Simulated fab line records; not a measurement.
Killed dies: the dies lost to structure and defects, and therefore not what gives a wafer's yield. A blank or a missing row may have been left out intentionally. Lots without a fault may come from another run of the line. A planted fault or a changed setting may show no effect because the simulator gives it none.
2 desks looking at one fault	flow berkeley_cmos170	each desk holds nothing but its own numbers, with what lay behind them at the end

## FROM THE METROLOGY DESK
What the gauges read for every lot (on any tool): the sampled wafers with a number, averaged. A lot is out of limits, marked OUT, if its mean lies more than 4 standard deviations from the usual mean; the brackets give that distance.
Columns: A = SPACER_TEOS_THK at UCB170_SPACER_THK_MEAS_01, usual 366 nm; B = cd_nm at UCB170_CONTACT_CD_MEAS_15, usual 699.9 nm; C = cd_nm at UCB170_V2_CD_MEAS_12, usual 700.3 nm
lot	first seen here	A	B	C
L457	day 7 17:49	364	698.3	701.3
L460	day 8 06:58	368	700.5	701.8
L459	day 8 07:14	367	700.0	701.1
L463	day 9 01:16	366	701.9	699.0
L462	day 9 01:26	361	700.5	700.4
L465	day 9 06:38	367	698.9	701.1
L469	day 10 03:05	363	700.4	699.8
L467	day 10 03:28	367	700.4	698.5
L471	day 10 15:22	362	700.0	700.4
L472	day 11 03:07	369	699.9	704.1
L473	day 11 03:27	370	700.1	701.0
L475	day 11 22:07	367	701.6	705.5
L476	day 11 22:28	364	698.3	700.2
L479	day 12 00:41	362	698.0	699.0
Finding of this desk: none of the 14 lots has anything out of limits.

## FOR THE TOOL OWNER'S DESK: litho_track-04
The tool's own readings at UCB170_V2_COAT_07 (resist thk 900 nm): means of the sampled wafers that have a number, for each lot that ran on this tool. A lot is out of limits, marked OUT, if its mean lies more than 4 standard deviations from the usual mean; the brackets give that distance.
Columns: A = resist_line_temp_C at UCB170_V2_COAT_07, usual 23.02 C
lot	first seen here	A
L460	day 9 19:51	23.20
L469	day 11 07:17	22.94
L467	day 11 09:12	23.01
L472	day 12 16:26	23.16
L475	day 13 06:11	22.97
Finding of this desk: none of the 5 lots has anything out of limits.

## ALL TOGETHER
From the metrology desk's view, nothing was out of limits.
The desk of the tool owner found nothing out of limits.

## WHAT THE SIMULATOR PUT IN
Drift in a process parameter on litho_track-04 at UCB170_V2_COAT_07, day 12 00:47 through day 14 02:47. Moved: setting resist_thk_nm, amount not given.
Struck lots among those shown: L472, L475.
